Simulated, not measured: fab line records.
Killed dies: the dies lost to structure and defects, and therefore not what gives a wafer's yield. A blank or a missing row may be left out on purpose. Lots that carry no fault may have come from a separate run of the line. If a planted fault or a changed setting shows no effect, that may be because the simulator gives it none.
Split-lot trial	flow berkeley cmos170	23 wafers read across 5 lots, on a route 331 steps long

THE SPLIT
At UCB170_PWELL_CVD_05 (deposits Si3N4 from SiH2Cl2/NH3, target thk 220 nm, time 3300 s), the setting pressure mtorr was moved away from the recipe's 200 mTorr on 10 of the 23 wafers read, by -10.5% to +5.5%. All remaining wafers had this setting at the recipe value.

The reading comes from the split's own step.

THE READING
Si3N4_of_PWELL_CVD_05.thk nm (the simulator's own value, which no gauge read), in nm, at UCB170_PWELL_CVD_05 (deposits Si3N4 from SiH2Cl2/NH3, target thk 220 nm, time 3300 s). The file gives no usual value for it. Here, 13 wafers ran the recipe; their average is 222.0 nm with a standard deviation of 2.4 nm.

wafer	tool, chamber at the split	pressure mtorr as run, mTorr	against the recipe	Si3N4_of_PWELL_CVD_05.thk nm, nm	against lot-mates on the recipe
L074.1	-, -	200	recipe	221.4	-
L074.2	-, -	200	recipe	220.5	-
L074.3	-, -	200	recipe	219.4	-
L074.4	-, -	200	recipe	221.6	-
L074.5	-, -	200	recipe	220.6	-
L076.1	-, -	200	recipe	225.6	-
L076.3	-, -	200	recipe	224.5	-
L076.4	-, -	200	recipe	224.8	-
L076.5	-, -	200	recipe	225.2	-
L076.6	-, -	200	recipe	224.2	-
L077.1	-, -	211	+5.5%	225.3	no lot-mate on the recipe
L077.2	-, -	211	+5.5%	223	no lot-mate on the recipe
L077.3	-, -	211	+5.5%	223.3	no lot-mate on the recipe
L077.4	-, -	211	+5.5%	225.8	no lot-mate on the recipe
L077.5	-, -	211	+5.5%	223.9	no lot-mate on the recipe
L079.2	lpcvd-02, 0	200	recipe	220.7	-
L079.4	lpcvd-02, 0	200	recipe	219.2	-
L079.5	lpcvd-02, 0	200	recipe	218.8	-
L080.1	-, -	179.1	-10.5%	211.2	no lot-mate on the recipe
L080.2	-, -	179.1	-10.5%	212.2	no lot-mate on the recipe
L080.3	-, -	179.1	-10.5%	211.3	no lot-mate on the recipe
L080.5	-, -	179.1	-10.5%	213	no lot-mate on the recipe
L080.6	-, -	179.1	-10.5%	211.9	no lot-mate on the recipe

THE FIT
A straight line over all 23 wafers: Si3N4_of_PWELL_CVD_05.thk nm changes by +0.816 nm for each +1% of pressure mtorr; r = +0.90; the points scatter about the line by 2.2 nm.
Too few moved wafers have a lot-mate on the recipe to fit a line with each lot's own level taken away.

FILE'S OWN FIT
Si3N4_of_PWELL_CVD_05.thk nm changes by +0.816 nm for each +1% of pressure mtorr, r = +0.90.
